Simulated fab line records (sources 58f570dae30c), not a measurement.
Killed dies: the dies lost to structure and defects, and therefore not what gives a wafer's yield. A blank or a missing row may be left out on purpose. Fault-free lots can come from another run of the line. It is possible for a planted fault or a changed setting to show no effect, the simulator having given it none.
Which tool was responsible? | flow berkeleyCmos170 | 45 wafers from 15 lots sampled at 4 of the route's 331 steps

## WHAT THE GAUGES SHOWED, per wafer
UCB170_V1_THK_MEAS_04.
lot  | measured     | on           | V1_POLISHED_THK (nm)
L823 | day 8 03:24  | filmMetro-02 | 1002.8 1001.8 1002.4
L824 | day 8 03:24  | filmMetro-03 | 1000.1 999.6 1001.2
L825 | day 8 12:39  | filmMetro-03 | 1000.9 1000.7 1000.8
L826 | day 8 12:59  | filmMetro-01 | 999.9 999.9 1000.0
L827 | day 8 12:39  | filmMetro-02 | 999.4 998.9 999.7
L828 | day 8 16:35  | filmMetro-01 | 1001.1 1000.8 999.3
L829 | day 9 01:11  | filmMetro-01 | 999.6 1001.4 1001.0
L830 | day 8 16:37  | filmMetro-03 | 1001.2 999.1 1000.7
L831 | day 9 08:46  | filmMetro-01 | 1001.3 1000.0 1000.1
L838 | day 11 07:53 | filmMetro-01 | 1000.9 1000.7 1001.6
L839 | day 11 10:23 | filmMetro-02 | 1001.2 1000.3 998.5
L840 | day 11 10:23 | filmMetro-03 | 1001.5 1000.9 999.4
L842 | day 12 08:38 | filmMetro-03 | 1001.4 1001.6 1000.9
L843 | day 12 08:57 | filmMetro-01 | 1002.7 1002.6 1001.8
L845 | day 12 19:52 | filmMetro-02 | 1000.1 1000.8 1001.0

UCB170_V2_BOW_MEAS_03.
lot  | measured     | on           | V2_BOW (um)
L823 | day 8 09:41  | filmMetro-02 | 41 42 47
L824 | day 8 09:01  | filmMetro-03 | 33 33 31
L825 | day 8 21:30  | filmMetro-03 | 26 40 44
L826 | day 8 21:11  | filmMetro-02 | 30 29 22
L827 | day 8 21:08  | filmMetro-04 | 29 38 45
L828 | day 8 22:08  | filmMetro-02 | 39 33 37
L829 | day 9 06:11  | filmMetro-03 | 35 31 35
L830 | day 8 22:02  | filmMetro-03 | 37 38 40
L831 | day 9 13:52  | filmMetro-03 | 24 26 27
L838 | day 11 18:59 | filmMetro-02 | 48 31 33
L839 | day 11 19:19 | filmMetro-02 | 40 36 29
L840 | day 11 18:46 | filmMetro-03 | 39 33 33
L842 | day 12 14:36 | filmMetro-02 | 43 41 41
L843 | day 12 14:46 | filmMetro-04 | 46 51 20
L845 | day 13 02:24 | filmMetro-03 | 32 45 39

## WHAT TOOL EACH LOT RAN ON (gives the tool, then ch and the chambers of the sampled wafers, and finally the start)
lot  | UCB170_ZERO_ETCH_06              | UCB170_BACKSIDE_STRIP_03
L823 | rieDiel-02 ch 0,1,2, day 1 20:04 | plasmaAsher-04 ch 0,1, day 7 15:49
L824 | rieDiel-02 ch 0,1,3, day 1 21:50 | plasmaAsher-01 ch 0,1, day 7 15:36
L825 | rieDiel-04 ch 0,2, day 2 02:17   | plasmaAsher-01 ch 0,1, day 7 19:46
L826 | rieDiel-01 ch 0,1,2, day 2 08:59 | plasmaAsher-04 ch 0,1, day 8 00:54
L827 | rieDiel-02 ch 0,2,3, day 2 14:07 | plasmaAsher-02 ch 0,1, day 8 00:25
L828 | rieDiel-02 ch 0,1,2, day 2 20:56 | plasmaAsher-02 ch 0,1, day 8 03:54
L829 | rieDiel-01 ch 1,2, day 3 00:11   | plasmaAsher-02 ch 0,1, day 8 06:42
L830 | rieDiel-04 ch 0,1,2, day 3 06:33 | plasmaAsher-04 ch 0,1, day 8 03:50
L831 | rieDiel-04 ch 1,2,3, day 3 12:23 | plasmaAsher-01 ch 0,1, day 8 18:50
L838 | rieDiel-01 ch 1,3, day 4 21:40   | plasmaAsher-01 ch 0,1, day 10 19:08
L839 | rieDiel-01 ch 0,1,2, day 5 07:51 | plasmaAsher-01 ch 0,1, day 10 20:32
L840 | rieDiel-04 ch 1,2,3, day 5 12:59 | plasmaAsher-01 ch 0,1, day 10 19:58
L842 | rieDiel-04 ch 0,2,3, day 5 22:10 | plasmaAsher-02 ch 0,1, day 11 16:36
L843 | rieDiel-01 ch 1,2,3, day 6 02:43 | plasmaAsher-04 ch 0,1, day 11 16:38
L845 | rieDiel-02 ch 0,3, day 6 15:55   | plasmaAsher-02 ch 0,1, day 12 05:01
- UCB170_ZERO_ETCH_06: etches SiO2 in CHF3/CF4/Ar, time 12 s.
- UCB170_BACKSIDE_STRIP_03: strips in O2.

## WHAT THE TOOLS THEMSELVES READ (means of the sampled wafers that have a number; where no wafer has one, the mark that the record gives instead)
UCB170_ZERO_ETCH_06.
lot  | tool       | drypumpMotorCurrentA (A) | oesProductAu (a.u.) | throttleValvePct (%)
L823 | rieDiel-02 | 5.8                      | 0.613               | 9.17
L824 | rieDiel-02 | 5.6                      | 0.621               | 9.24
L825 | rieDiel-04 | 6.3                      | 0.615               | 9.26
L826 | rieDiel-01 | 6.1                      | 0.625               | 9.30
L827 | rieDiel-02 | 5.7                      | 0.620               | 9.26
L828 | rieDiel-02 | 5.8                      | 0.610               | 9.16
L829 | rieDiel-01 | 6.0                      | 0.618               | 9.33
L830 | rieDiel-04 | 6.1                      | 0.618               | 9.34
L831 | rieDiel-04 | 6.0                      | 0.617               | 9.37
L838 | rieDiel-01 | 5.9                      | 0.631               | 9.31
L839 | rieDiel-01 | 6.1                      | 0.625               | 9.29
L840 | rieDiel-04 | 6.0                      | 0.618               | 9.35
L842 | rieDiel-04 | 6.2                      | 0.612               | 9.30
L843 | rieDiel-01 | 5.8                      | 0.622               | 9.29
L845 | rieDiel-02 | 5.4                      | 0.621               | 9.34

UCB170_BACKSIDE_STRIP_03.
lot  | tool           | drypumpMotorCurrentA (A) | oesProductAu (a.u.) | stripTimeToEndpointS (s)
L823 | plasmaAsher-04 | 6.4                      | 0.733               | 22.00
L824 | plasmaAsher-01 | 5.1                      | 0.735               | 22.01
L825 | plasmaAsher-01 | 5.1                      | 0.735               | 22.01
L826 | plasmaAsher-04 | 6.1                      | 0.734               | 22.01
L827 | plasmaAsher-02 | 5.9                      | 0.733               | 22.01
L828 | plasmaAsher-02 | 5.5                      | 0.738               | 21.98
L829 | plasmaAsher-02 | 5.9                      | 0.733               | 21.96
L830 | plasmaAsher-04 | 6.3                      | 0.737               | 22.04
L831 | plasmaAsher-01 | 5.1                      | 0.732               | 22.02
L838 | plasmaAsher-01 | 5.1                      | 0.752               | 21.18
L839 | plasmaAsher-01 | 5.1                      | 0.755               | 21.28
L840 | plasmaAsher-01 | 5.0                      | 0.775               | 20.56
L842 | plasmaAsher-02 | 5.9                      | 0.735               | 22.11
L843 | plasmaAsher-04 | 6.1                      | 0.734               | 22.01
L845 | plasmaAsher-02 | 5.9                      | 0.733               | 21.94

## THE ANSWER, worked out from the rows above alone
Rule: usual is defined by the lots themselves. The widest of any qualifying gaps counts: lots, ordered by their means at a reading, are off when they make up no more than a third of the lots, leave a main group of 4 or more, and stand apart from it by 3 or more times the standard deviation of that group's means. A main group whose means are all the same, to the digits that the tables above print for the reading, isn't used. Also off: a lot with no number at a reading for which 4 or more lots have one. The other lots that the step has rows for count as sound. The gauges are gone through in route order, then the tools' own readings, and for those a lot's mean is taken as printed above. The first step at which some lot is off is used, and at that step the reading that is off furthest; a lot without a number counts as furthest.
Off: L838, L839, L840 (UCB170_BACKSIDE_STRIP_03, stripTimeToEndpointS). Main group: mean 22.01 s, sd 0.04.
If a tool, at that step or one of the process steps before it, ran each lot that is off and ran no sound lot following the first of them, it fits. One fits: plasmaAsher-01 at UCB170_BACKSIDE_STRIP_03. A fault onset in the window from L831 (day 8 18:50, its last sound lot) to L838 (day 10 19:08, its first lot off) fits.
The tool's own readings at UCB170_BACKSIDE_STRIP_03 bear it out: on the lots that are off they differ by more than 5 times the standard deviation of the sound lots' means. oesProductAu reads 0.761 a.u. there against 0.734 a.u. on the sound lots; stripTimeToEndpointS reads 21.01 s there against 22.01 s on the sound lots.

## WHAT THE SIMULATOR PUT IN
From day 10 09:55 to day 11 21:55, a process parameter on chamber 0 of plasmaAsher-01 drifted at UCB170_BACKSIDE_STRIP_03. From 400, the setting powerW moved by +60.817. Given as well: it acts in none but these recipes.
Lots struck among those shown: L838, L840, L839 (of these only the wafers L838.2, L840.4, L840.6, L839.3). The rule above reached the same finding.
